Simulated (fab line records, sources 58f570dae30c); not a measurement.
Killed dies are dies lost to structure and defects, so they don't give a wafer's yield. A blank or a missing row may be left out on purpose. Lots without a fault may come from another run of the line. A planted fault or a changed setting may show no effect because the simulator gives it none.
One fault seen from 2 desks | flow berkeley_cmos170 | each desk has only its own numbers; what lay behind them comes last

THE TOOL OWNER'S DESK: litho_track-01
The tool's own readings at UCB170_NWELL_COAT_07 (resist thk 900 nm): means of the sampled wafers that have a number, for each lot that ran on this tool. A lot is out of limits, marked OUT, if its mean lies more than 4 standard deviations from the usual mean; the brackets give that distance.
Columns: A = spin_speed_rpm at UCB170_NWELL_COAT_07, usual 1499.9 rpm
lot  | first seen here | A
L464 | day 2 17:32     | 1501.1
L472 | day 4 09:22     | 1499.2
L474 | day 4 17:29     | 1499.7
L476 | day 4 21:27     | 1500.6
This desk's finding: nothing out of limits on any of the 4 lots.

THE METROLOGY DESK
What the gauges read, lot by lot, whatever tool the lot ran on: means of the sampled wafers that have a number. A lot is out of limits, marked OUT, if its mean lies more than 4 standard deviations from the usual mean; the brackets give that distance.
Columns: A = START_OXIDE_THK at UCB170_START_THK_MEAS_03, usual 20.4 nm; B = NWELL_OVL at UCB170_NWELL_OVL_MEAS_12, usual -5 nm
lot  | first seen here | A    | B
L462 | day 1 14:17     | 20.6 | 4
L463 | day 1 20:04     | 20.2 | -9
L464 | day 2 01:41     | 20.8 | -14
L465 | day 2 04:32     | 20.5 | -9
L469 | day 3 01:01     | 20.5 | 3
L472 | day 3 16:08     | 20.2 | 1
L474 | day 4 01:13     | 20.4 | -2
L476 | day 4 12:08     | 20.7 | -4
L477 | day 4 15:49     | 20.2 | -9
L479 | day 5 01:06     | 20.4 | -7
L480 | day 5 07:31     | 20.5 | -3
L481 | day 5 13:17     | 20.4 | -4
L482 | day 5 18:41     | 20.8 | -13
L484 | day 6 06:45     | 20.5 | -0
This desk's finding: nothing out of limits on any of the 14 lots.

PUT TOGETHER
The tool owner's desk saw nothing out of limits.
The metrology desk saw nothing out of limits.

WHAT THE SIMULATOR HAD PUT IN
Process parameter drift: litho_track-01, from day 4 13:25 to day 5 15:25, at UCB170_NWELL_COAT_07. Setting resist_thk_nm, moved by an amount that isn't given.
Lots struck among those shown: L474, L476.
